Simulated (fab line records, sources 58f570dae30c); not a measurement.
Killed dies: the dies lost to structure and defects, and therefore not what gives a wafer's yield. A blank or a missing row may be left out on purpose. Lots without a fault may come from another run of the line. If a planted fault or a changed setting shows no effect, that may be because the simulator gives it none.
Chamber matching / flow berkeley cmos170 / UCB170_SPACER_CVD_00 on pecvd-03: 3 sister chambers
The step deposits SiO2 from TEOS/O2, target thk 376 nm, time 47 s. 14 wafers are shown with their chamber, then 7 later ones without.

WAFERS, EACH WITH ITS CHAMBER
wafer=L975.2; chamber=2; heater power w (W)=371; pressure mtorr (mTorr)=8996
wafer=L975.4; chamber=0; heater power w (W)=280; pressure mtorr (mTorr)=9019
wafer=L975.5; chamber=1; heater power w (W)=231; pressure mtorr (mTorr)=9040
wafer=L978.1; chamber=1; heater power w (W)=177; pressure mtorr (mTorr)=9040
wafer=L978.2; chamber=2; heater power w (W)=330; pressure mtorr (mTorr)=8977
wafer=L978.3; chamber=0; heater power w (W)=289; pressure mtorr (mTorr)=8960
wafer=L991.3; chamber=1; heater power w (W)=198; pressure mtorr (mTorr)=9000
wafer=L991.5; chamber=1; heater power w (W)=208; pressure mtorr (mTorr)=8978
wafer=L991.6; chamber=0; heater power w (W)=278; pressure mtorr (mTorr)=9002
wafer=L989.1; chamber=2; heater power w (W)=324; pressure mtorr (mTorr)=8951
wafer=L989.3; chamber=1; heater power w (W)=231; pressure mtorr (mTorr)=9003
wafer=L989.6; chamber=1; heater power w (W)=234; pressure mtorr (mTorr)=9008
wafer=L993.1; chamber=2; heater power w (W)=395; pressure mtorr (mTorr)=8949
wafer=L993.4; chamber=2; heater power w (W)=382; pressure mtorr (mTorr)=8980

SIGNATURES (means of the wafers above)
reading=heater power w; chamber 0=282.33; chamber 1=213.17; chamber 2=360.40; scatter within a chamber=24.7
reading=pressure mtorr; chamber 0=8993.67; chamber 1=9011.50; chamber 2=8970.60; scatter within a chamber=24.2
Rule: for a wafer and a chamber, the distance is found by dividing, reading by reading, the gap between the wafer's reading and the chamber's mean by the reading's scatter, squaring, summing and taking the root. If the next closest chamber is less than 2 further off than the closest, the wafer can't be placed; otherwise it belongs to the closest. The scatter: take each reading less its chamber's mean, square it, sum over the shown wafers, divide by the number of wafers less the number of chambers, and take the root.

WAFERS WITH NO CHAMBER GIVEN
wafer=L993.5; heater power w (W)=154; pressure mtorr (mTorr)=9026
wafer=L997.1; heater power w (W)=156; pressure mtorr (mTorr)=8990
wafer=L997.2; heater power w (W)=258; pressure mtorr (mTorr)=9029
wafer=L997.3; heater power w (W)=310; pressure mtorr (mTorr)=8962
wafer=L995.1; heater power w (W)=208; pressure mtorr (mTorr)=9008
wafer=L995.3; heater power w (W)=226; pressure mtorr (mTorr)=8996
wafer=L995.6; heater power w (W)=230; pressure mtorr (mTorr)=9020

WHICH CHAMBER EACH ONE RAN IN
wafer=L993.5; from the rows above=1; in truth=1
wafer=L997.1; from the rows above=1; in truth=1
wafer=L997.2; from the rows above=can't be placed: 0 or 1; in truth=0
wafer=L997.3; from the rows above=can't be placed: 0 or 2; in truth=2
wafer=L995.1; from the rows above=1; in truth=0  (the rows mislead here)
wafer=L995.3; from the rows above=can't be placed: 1 or 0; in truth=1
wafer=L995.6; from the rows above=can't be placed: 1 or 0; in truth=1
Correctly placed: 2 of 7. Unplaceable from these rows: 4, with the true chamber sitting among the candidates in 4. Wrongly placed: 1.
